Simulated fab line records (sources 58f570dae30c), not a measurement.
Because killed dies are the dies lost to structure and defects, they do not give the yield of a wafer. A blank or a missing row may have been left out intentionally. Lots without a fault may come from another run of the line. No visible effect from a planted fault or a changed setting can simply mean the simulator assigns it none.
The same fault as seen by 2 desks ; flow berkeleyCmos170 ; numbers are kept per desk, each desk with only its own; the story behind them comes last

## AT THE METROLOGY DESK
Lot by lot, what the gauges showed, no matter which tool ran the lot: averages of those sampled wafers that carry a number. A lot is out of limits, marked OUT, if its mean lies more than 4 standard deviations from the usual mean; the brackets give that distance.
Columns: A = V1_BOW at UCB170_V1_BOW_MEAS_03, usual 18 um; B = cdNm at UCB170_M3_CD_MEAS_15, usual 700.1 nm
lot;first seen here;A;B
L248;day 8 15:49;24;698.7
L247;day 8 17:11;19;701.6
L249;day 9 04:38;24;699.5
L251;day 9 08:20;14;699.9
L253;day 9 20:11;19;697.8
L256;day 10 05:34;29;701.3
L255;day 10 06:55;21;700.8
L258;day 11 00:39;16;701.3
L262;day 11 16:45;20;701.2
L261;day 11 16:46;16;700.8
L264;day 12 01:55;28;699.6
L265;day 12 04:32;10;702.4
L268;day 12 18:59;16;700.1
L267;day 12 20:20;28;700.4
L269;day 12 21:40;15;698.2
This desk's finding: nothing out of limits on any of the 15 lots.

## FOR THE TOOL OWNER'S DESK: lpcvd-01
The tool's own readings at UCB170_NWELL_CVD_04 (deposits Si3N4 from SiH2Cl2/NH3, target thk 224 nm, time 3360 s): means of the sampled wafers that have a number, for each lot that ran on this tool. A lot is out of limits, marked OUT, if its mean lies more than 4 standard deviations from the usual mean; the brackets give that distance.
Columns: A = spikeTcCentreC at UCB170_NWELL_CVD_04, usual 803.0 C
lot;first seen here;A
L247;day 2 12:49;802.5
L248;day 2 12:49;804.1
L251;day 3 06:24;803.5
L253;day 3 17:07;802.9
L255;day 4 08:13;803.4
L256;day 4 08:13;802.8
L258;day 5 03:26;802.7
This desk's finding: nothing out of limits on any of the 7 lots.

## ALL TOGETHER
From the metrology desk's view, nothing was out of limits.
Nothing out of limits was seen by the tool owner's desk.

## WHAT HAD BEEN PUT IN BY THE SIMULATOR
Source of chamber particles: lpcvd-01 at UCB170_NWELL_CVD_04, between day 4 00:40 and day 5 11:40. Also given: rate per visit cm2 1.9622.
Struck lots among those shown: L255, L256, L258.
